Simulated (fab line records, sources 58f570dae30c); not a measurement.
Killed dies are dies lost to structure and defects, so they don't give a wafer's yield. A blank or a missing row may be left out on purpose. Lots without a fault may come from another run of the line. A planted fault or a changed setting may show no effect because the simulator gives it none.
fab line records | flow berkeley_cmos170
record lots=15 wafers=45 last_day=11
route steps=331 shown NVT@110 NSD@191 SDANNEAL@204 PSD@206
lots that met no fault: from a run of the same line without faults
start_h: hours from the record's first day to the start of the lot's first wafer shown | wait_h: hours since the lot's step before | " the same as in the row above | L1.1+2: a row that stands for several wafers | - no value, or no start given | * or withheld: withheld | < > ~ a bound
route shown NAME@n: a module of which the file shows steps, and the number in the route of the first | usual: mean/standard deviation of fault-free wafers | same: alike in all rows | chamber/n: place in a boat | sites: the reading at each site | _std_site: their standard deviation | _edge_site: outer sites' mean less inner sites' | radius_mm: how far each site lies from the wafer's centre | mask NAME#n: copy n | behind: the tool/chamber that last shaped the wafer | hold: why the lot was held/for how many hours/how that ended | device: the transistor (n, p or np) that didn't switch | end of line: the same wafers' tests at the end of the route | a step without rows: its recipe alone | killed: dies lost to structure and defects at the first sort, not the wafer's yield | map: a wafer's dies, x killed, . not, _ none there
set.NAME: the setting as run; set.NAME@STEP: as run at that earlier step | model.NAME: the simulator's own value behind a step, which no gauge read
steps of the route over a sample of lots; a table a step, a row a wafer
services: from which hour (start_h, from the record's first day; less than 0 if before it) a tool's chamber was out of use, for how many hours, and why
## steps
# step UCB170_NVT_OVL_MEAS_06
# usual NVT_OVL=6/5.2
# columns lot.wafer tool chamber start_h wait_h NVT_OVL[nm]
L381.2 overlay-02 - 106.46 - 8
L381.4 " - " " 2
L381.6 " - " " 4
L383.2 overlay-02 - 117.40 - -1
L383.4 " - " " -5
L383.6 " - " " -1
L384.3 overlay-01 - 117.68 - 5
L384.4 " - " " 3
L384.5 " - " " 9
L386.1 overlay-02 - 138.27 - 5
L386.2 " - " " -4
L386.3 " - " " 3
L388.3 overlay-01 - 138.90 - 5
L388.5 " - " " 5
L388.6 " - " " 6
L387.4 overlay-02 - 138.91 - 7
L387.5 " - " " 11
L387.6 " - " " 5
L391.3 overlay-01 - 150.45 - -1
L391.4 " - " " 1
L391.5 " - " " 3
L393.3 overlay-02 - 157.37 - 4
L393.4 " - " " 8
L393.5 " - " " 7
L394.2 overlay-02 - 157.91 - 8
L394.3 " - " " 10
L394.5 " - " " 5
L396.3 overlay-02 - 183.42 - 7
L396.5 " - " " 4
L396.6 " - " " 8
L401.4 overlay-01 - 192.31 - 6
L401.5 " - " " 8
L401.6 " - " " 7
L402.1 overlay-01 - 208.01 - 10
L402.2 " - " " 7
L402.3 " - " " 7
L400.2 overlay-01 - 208.10 - 0
L400.3 " - " " 1
L400.5 " - " " 2
L403.3 overlay-02 - 214.12 - 5
L403.4 " - " " 2
L403.5 " - " " 4
L404.2 overlay-02 - 214.39 - -6
L404.4 " - " " -1
L404.5 " - " " 2
# step UCB170_NSD_PEB_04
# recipe peb_temp_c=130 peb_time_s=withheld resist=KrF
# usual chill_plate_temp_C=23.00/0.1 exhaust_pa=45.0/0.85
# columns lot.wafer tool chamber start_h wait_h chill_plate_temp_C exhaust_pa
L381.2 litho_track-03 0 137.74 0.9 23.14 46.2
L381.4 " 0 " " 23.01 45.5
L381.6 " 0 " " 22.88 44.1
L383.2 litho_track-03 0 146.45 0.5 22.96 44.2
L383.4 " 0 " " 23.04 44.9
L383.6 " 0 " " 23.01 44.7
L384.3 litho_track-04 0 146.55 0.3 23.11 44.8
L384.4 " 0 " " 22.91 43.8
L384.5 " 0 " " 23.23 44.2
L386.1 litho_track-03 0 164.33 0.4 22.92 44.9
L386.2 " 0 " " 23.01 45.2
L386.3 " 0 " " 22.85 45.9
L388.3 litho_track-04 0 164.86 0.7 22.91 45.9
L388.5 " 0 " " 22.89 45.0
L388.6 " 0 " " 22.83 45.1
L387.4 litho_track-03 0 165.40 0.7 23.16 43.5
L387.5 " 0 " " 23.02 45.1
L387.6 " 0 " " 23.05 43.8
L391.3 litho_track-03 0 176.20 0.7 23.00 45.5
L391.4 " 0 " " 23.10 45.7
L391.5 " 0 " " 22.92 45.7
L394.2 litho_track-03 0 182.42 0.7 22.95 45.3
L394.3 " 0 " " 22.85 44.1
L394.5 " 0 " " 22.92 44.0
L393.3 litho_track-01 0 182.89 0.9 23.03 47.1
L393.4 " 0 " " 23.03 45.6
L393.5 " 0 " " 22.97 45.6
L396.3 litho_track-04 0 207.29 0.2 22.83 42.9
L396.5 " 0 " " 23.01 43.3
L396.6 " 0 " " 22.87 43.8
L401.4 litho_track-03 - 219.34 0.3 - -
L401.5 " - " " - -
L401.6 " - " " - -
L402.1 litho_track-03 - 236.48 0.2 - -
L402.2 " - " " - -
L402.3 " - " " - -
L403.3 litho_track-04 0 236.53 0.3 22.92 44.8
L403.4 " 0 " " 22.84 44.6
L403.5 " 0 " " 23.07 43.9
L400.2 litho_track-03 - 236.78 0.1 - -
L400.3 " - " " - -
L400.5 " - " " - -
L404.2 litho_track-04 0 240.03 0.3 23.01 46.2
L404.4 " 0 " " 22.95 45.1
L404.5 " 0 " " 23.04 45.7
# step UCB170_SDANNEAL_RTA_00
# recipe temp_c=900 time_s=10 ambient=N2
# usual lamp_power_pct=24.3/1.7 wafer_temp_C_max=904.0/0.94
# columns lot.wafer tool chamber start_h wait_h lamp_power_pct wafer_temp_C_max
L381.2 rtp_anneal-02 0 139.82 0.0 22.4 904.4
L381.4 " 0 " " 22.4 902.9
L381.6 " 0 " " 22.4 902.8
L383.2 rtp_anneal-01 0 148.22 0.0 25.9 903.9
L383.4 " 0 " " 25.9 903.0
L383.6 " 0 " " 25.9 904.5
L384.3 rtp_anneal-02 0 148.53 0.0 22.4 901.8
L384.4 " 0 " " 22.4 903.8
L384.5 " 0 " " 22.4 903.5
L386.1 rtp_anneal-02 0 166.61 0.0 22.4 904.0
L386.2 " 0 " " 22.4 903.0
L386.3 " 0 " " 22.4 902.7
L388.3 rtp_anneal-01 0 167.19 0.0 25.9 905.2
L388.5 " 0 " " 25.9 904.9
L388.6 " 0 " " 25.9 904.7
L387.4 rtp_anneal-02 0 167.85 0.0 22.4 903.1
L387.5 " 0 " " 22.4 902.9
L387.6 " 0 " " 22.4 905.5
L391.3 rtp_anneal-01 0 177.83 0.0 25.9 904.9
L391.4 " 0 " " 25.9 904.7
L391.5 " 0 " " 25.9 904.7
L394.2 rtp_anneal-02 0 185.16 0.0 22.4 903.0
L394.3 " 0 " " 22.4 903.3
L394.5 " 0 " " 22.4 903.9
L393.3 rtp_anneal-01 0 185.49 0.0 25.8 904.0
L393.4 " 0 " " 25.9 904.8
L393.5 " 0 " " 25.9 905.4
L396.3 rtp_anneal-01 0 209.28 0.0 25.9 904.4
L396.5 " 0 " " 25.8 904.2
L396.6 " 0 " " 25.9 903.6
L401.4 rtp_anneal-02 0 221.16 0.0 22.4 905.0
L401.5 " 0 " " 22.4 902.8
L401.6 " 0 " " 22.4 904.1
L403.3 rtp_anneal-01 0 238.14 0.0 25.9 905.7
L403.4 " 0 " " 25.8 904.0
L403.5 " 0 " " 25.9 904.4
L402.1 rtp_anneal-02 0 238.30 0.0 22.4 903.1
L402.2 " 0 " " 22.4 902.9
L402.3 " 0 " " 22.4 902.1
L400.2 rtp_anneal-01 0 238.58 0.0 25.8 905.3
L400.3 " 0 " " 25.9 903.4
L400.5 " 0 " " 25.9 904.4
L404.2 rtp_anneal-02 0 241.73 0.0 22.4 904.4
L404.4 " 0 " " 22.4 903.3
L404.5 " 0 " " 22.4 903.3
# step UCB170_SDANNEAL_RS_MEAS_02
# recipe thk_meas_gauge=four-point-probe
# usual PSD_RS=75.7/0.31
# columns lot.wafer tool chamber start_h wait_h PSD_RS[ohm/sq]
L381.2 film_metro-01 - 140.01 0.1 75.4
L381.4 " - " " 75.2
L381.6 " - " " 74.9
L383.2 film_metro-01 - 148.35 0.1 75.4
L383.4 " - " " 75.0
L383.6 " - " " 75.8
L384.3 film_metro-03 - 148.67 0.1 75.4
L384.4 " - " " 75.2
L384.5 " - " " 75.2
L386.1 film_metro-03 - 166.74 0.0 75.4
L386.2 " - " " 75.4
L386.3 " - " " 75.6
L388.3 film_metro-01 - 167.34 0.1 75.7
L388.5 " - " " 75.8
L388.6 " - " " 75.6
L387.4 film_metro-02 - 168.00 0.1 75.6
L387.5 " - " " 75.7
L387.6 " - " " 75.6
L391.3 film_metro-02 - 177.97 0.1 75.4
L391.4 " - " " 75.5
L391.5 " - " " 75.3
L394.2 film_metro-03 - 185.29 0.1 76.1
L394.3 " - " " 76.0
L394.5 " - " " 76.1
L393.3 film_metro-02 - 185.63 0.1 76.4
L393.4 " - " " 75.8
L393.5 " - " " 76.0
L396.3 film_metro-02 - 209.42 0.1 75.7
L396.5 " - " " 75.8
L396.6 " - " " 75.8
L401.4 film_metro-03 - 221.31 0.1 75.3
L401.5 " - " " 75.7
L401.6 " - " " 75.6
L403.3 film_metro-03 - 238.29 0.1 75.3
L403.4 " - " " 75.4
L403.5 " - " " 75.5
L402.1 film_metro-02 - 238.42 0.0 75.7
L402.2 " - " " 75.8
L402.3 " - " " 75.5
L400.2 film_metro-03 - 238.75 0.1 75.2
L400.3 " - " " 75.5
L400.5 " - " " 75.7
L404.2 film_metro-02 - 241.86 0.1 75.9
L404.4 " - " " 75.9
L404.5 " - " " 75.9
## services
# columns tool chamber start_h hours kind
rtp_anneal-02 - 208.80 2.1 pm
## key
first_sign step=UCB170_NSD_PEB_04 reading=tool_record direction=missing
effect none on later readings
met_at UCB170_NSD_PEB_04
struck_lots L400,L401,L402
sort_left_out L400.2,L400.3,L400.5,L401.4,L401.5,L401.6,L402.1,L402.2,L402.3
tester_left_out L400,L401,L402
not_acting_at UCB170_NVT_OVL_MEAS_06,UCB170_SDANNEAL_RTA_00,UCB170_SDANNEAL_RS_MEAS_02
onset_between 182.42 219.34
fault kind=skipped_step_whole tool=litho_track-03 chamber=- onset_h=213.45 steps=UCB170_NSD_PEB_04 scope=struck_lots_only
# tester_left_out: of these lots the tester's yield and bins aren't shown, on N5 and GAA mostly nor the transistor test; their killed dies are dies lost to structure and defects alone, not to doping, threshold or leakage, so they don't give the yield
# sort_left_out: the simulated sort isn't trusted on such a fault, so these wafers' sort isn't shown, and their yield isn't known
